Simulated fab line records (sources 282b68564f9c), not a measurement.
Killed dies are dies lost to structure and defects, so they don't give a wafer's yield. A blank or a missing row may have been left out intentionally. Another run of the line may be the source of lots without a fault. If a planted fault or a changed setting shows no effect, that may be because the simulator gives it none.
Split-lot experiment + flow ritCmos + 23 wafers read across 5 lots, on a route 202 steps long

THE SPLIT ITSELF
At RIT_ACTIVE_OXIDATION_01 (target thk 46.8 nm, ox time 3360 s), the setting oxTimeS was moved away from the recipe's 3360 s on 20 of the 23 wafers read, by -10.0% to +8.9%. For the rest of the wafers, this setting stayed at what the recipe calls for.

The reading comes from the split's own step.

THE READING
SiO2_of_ACTIVE_OXIDATION_01.thkNm (the simulator's own value, which no gauge read), in nm, at RIT_ACTIVE_OXIDATION_01 (target thk 46.8 nm, ox time 3360 s). The file does not state a usual value for it. Across the 3 wafers here that went through the recipe, the average is 45.97 nm and the standard deviation 0.18 nm.

| wafer  | tool, chamber at the split | oxTimeS as run, s | against the recipe | SiO2_of_ACTIVE_OXIDATION_01.thkNm, nm | against lot-mates on the recipe |
|--------|----------------------------|-------------------|--------------------|---------------------------------------|---------------------------------|
| L075.2 | -, -                       | 3486              | +3.8%              | 47.33                                 | no lot-mate on the recipe       |
| L075.3 | -, -                       | 3486              | +3.8%              | 46.9                                  | no lot-mate on the recipe       |
| L075.4 | -, -                       | 3486              | +3.8%              | 46.92                                 | no lot-mate on the recipe       |
| L075.5 | -, -                       | 3486              | +3.8%              | 46.93                                 | no lot-mate on the recipe       |
| L075.6 | -, -                       | 3486              | +3.8%              | 47.37                                 | no lot-mate on the recipe       |
| L077.2 | -, -                       | 3533              | +5.1%              | 49.62                                 | no lot-mate on the recipe       |
| L077.3 | -, -                       | 3533              | +5.1%              | 48.78                                 | no lot-mate on the recipe       |
| L077.4 | -, -                       | 3533              | +5.1%              | 48.85                                 | no lot-mate on the recipe       |
| L077.5 | -, -                       | 3533              | +5.1%              | 49.04                                 | no lot-mate on the recipe       |
| L077.6 | -, -                       | 3533              | +5.1%              | 49.2                                  | no lot-mate on the recipe       |
| L078.3 | furnace-01, 0              | 3360              | recipe             | 45.79                                 | -                               |
| L078.5 | furnace-01, 0              | 3360              | recipe             | 45.91                                 | -                               |
| L078.6 | furnace-01, 0              | 3360              | recipe             | 46.21                                 | -                               |
| L080.2 | -, -                       | 3660              | +8.9%              | 49.1                                  | no lot-mate on the recipe       |
| L080.3 | -, -                       | 3660              | +8.9%              | 48.84                                 | no lot-mate on the recipe       |
| L080.4 | -, -                       | 3660              | +8.9%              | 48.93                                 | no lot-mate on the recipe       |
| L080.6 | -, -                       | 3660              | +8.9%              | 48.93                                 | no lot-mate on the recipe       |
| L080.5 | -, -                       | 3660              | +8.9%              | 49.37                                 | no lot-mate on the recipe       |
| L084.1 | -, -                       | 3025              | -10.0%             | 44.98                                 | no lot-mate on the recipe       |
| L084.2 | -, -                       | 3025              | -10.0%             | 43.93                                 | no lot-mate on the recipe       |
| L084.3 | -, -                       | 3025              | -10.0%             | 44.15                                 | no lot-mate on the recipe       |
| L084.4 | -, -                       | 3025              | -10.0%             | 45.15                                 | no lot-mate on the recipe       |
| L084.5 | -, -                       | 3025              | -10.0%             | 44.06                                 | no lot-mate on the recipe       |

THE FIT
A straight line over all 23 wafers: SiO2_of_ACTIVE_OXIDATION_01.thkNm changes by +0.256 nm for each +1% of oxTimeS; r = +0.92; the points scatter about the line by 0.74 nm.
Too few moved wafers with a lot-mate on the recipe to fit a line net of each lot's own level.

FILE'S OWN FIT
SiO2_of_ACTIVE_OXIDATION_01.thkNm changes by +0.257 nm for each +1% of oxTimeS, r = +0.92.
